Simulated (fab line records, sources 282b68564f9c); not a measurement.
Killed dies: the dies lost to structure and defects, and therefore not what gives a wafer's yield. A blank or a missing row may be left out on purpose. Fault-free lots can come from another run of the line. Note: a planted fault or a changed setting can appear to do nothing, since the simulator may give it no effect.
Comparing a struck lot with a sound one / flow rit cmos / 18 out of 202 route steps
Sound: wafers L470.1, L470.2, L470.3. Struck: wafers L481.2, L481.4, L481.5. The cause is given at the end.
For every step that has rows: the tool of each side, followed by ch and its chambers, followed by its first start. Under that, the readings that differ: sound wafers / struck wafers / difference of the means / sigmas: that difference in standard deviations of wafers without a fault.
alike: a reading whose means differ by less than 2 such deviations, as well as words and numbers matching on both sides. not compared: withheld readings; readings where some wafer has no value; bounds like >300 that might hide an equal value; numbers whose values overlap and for which the record gives no deviation.
A row with sigmas, a row that says differs or no value, or rows on one side alone: a step with any of these is where the two part. When numbers do not overlap yet have no deviation, they are printed without sigmas and do not part them. Lack of a reading on every wafer of one side parts them only where that side has two or more wafers.

first, 2 steps without rows for these wafers: RIT_ACTIVE_CLEAN_17 (cleans in SC2, time 600 s); RIT_FOX1_OXIDATION_00 (target thk 350.7 nm, ox time 1130 s).
RIT_FOX1_THK_MEAS_01:
  sound on film metro-04, day 2 04:22; struck on film metro-03, day 4 13:13
  alike: FOX1_OXIDE_THK
then, 2 steps without rows for these wafers: RIT_FOX1_WET_ETCH_02 (etches SiO2 in BOE, target depth 350 nm, time 390 s); RIT_FOX2_OXIDATION_00 (target thk 350.7 nm, ox time 1130 s).
RIT_FOX2_THK_MEAS_01:
  sound on film metro-03, day 2 05:52; struck on film metro-03, day 4 14:43
  alike: FOX2_OXIDE_THK
then, 2 steps without rows for these wafers: RIT_FOX2_CLEAN_02 (cleans in dHF, time 180 s); RIT_FOX2_WET_ETCH_03 (etches Si3N4 in H3PO4, target depth 195 nm, time 2700 s).
RIT_FOX2_THK_MEAS_90:
  sound on film metro-01, day 2 06:48; struck on film metro-03, day 4 15:36
  alike: FIELD_OXIDE_LEFT_1_THK
then, 3 steps without rows for these wafers: RIT_NWELL_HMDS_00 (prime time 60 s); RIT_NWELL_COAT_01 (resist thk 1300 nm); RIT_NWELL_SOFTBAKE_02 (time 60 s).
RIT_NWELL_EXPOSE_03: exposes mask M2, target cd 43900 nm.
  sound on iline stepper-01 ch 0, day 2 07:26; struck on iline stepper-01 ch 0, day 4 16:07
reading=stage vel mm s (mm/s); sound=500.49 500.45 500.53; struck=499.57 499.99 499.85; difference=-0.69; sigmas=-3
reading=model.NWELL.overlay x nm (nm); sound=-2.049 -2.049 -2.049; struck=-301.7 -301.7 -301.7; difference=-299.7; sigmas=
  alike: mask, focus offset nm
then, 2 steps without rows for these wafers: RIT_NWELL_PEB_04; RIT_NWELL_DEVELOP_05 (develop time 68 s).
RIT_NWELL_OVL_MEAS_06:
  sound on overlay-02, day 2 07:52; struck on overlay-02, day 4 16:32
reading=NWELL_OVL (nm); sound=-0.2 -1.7 -0.5; struck=-299.8 -300.4 -300.7; difference=-299.5; sigmas=-99 or more
then, 1 step without rows for these wafers: RIT_NWELL_HARDBAKE_07 (time 120 s).
RIT_M1_PROBE_99:
  sound on prober-01, day 3 23:37; struck on prober-01, day 6 09:59
reading=model.etest.well edge right.line ohm um; sound=183.2 180.6 181.7; struck=198.8 198.7 199.4; difference=+17.1; sigmas=
reading=model.etest.well edge left.line ohm um; sound=183.7 183.5 182.1; struck=169.1 170.8 169.3; difference=-13.4; sigmas=
  alike: killed at contacts, killed at front end, killed dies, killed open, killed short

## WHERE THEY PART
First at RIT_NWELL_EXPOSE_03; last, within this record, at RIT_NWELL_OVL_MEAS_06. Later steps at which nothing parts them and some readings are alike: RIT_M1_PROBE_99.

WHY: whatever the simulator had introduced
Scanner matching overlay: iline stepper-01, from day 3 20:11 on, at RIT_NWELL_EXPOSE_03. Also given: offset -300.
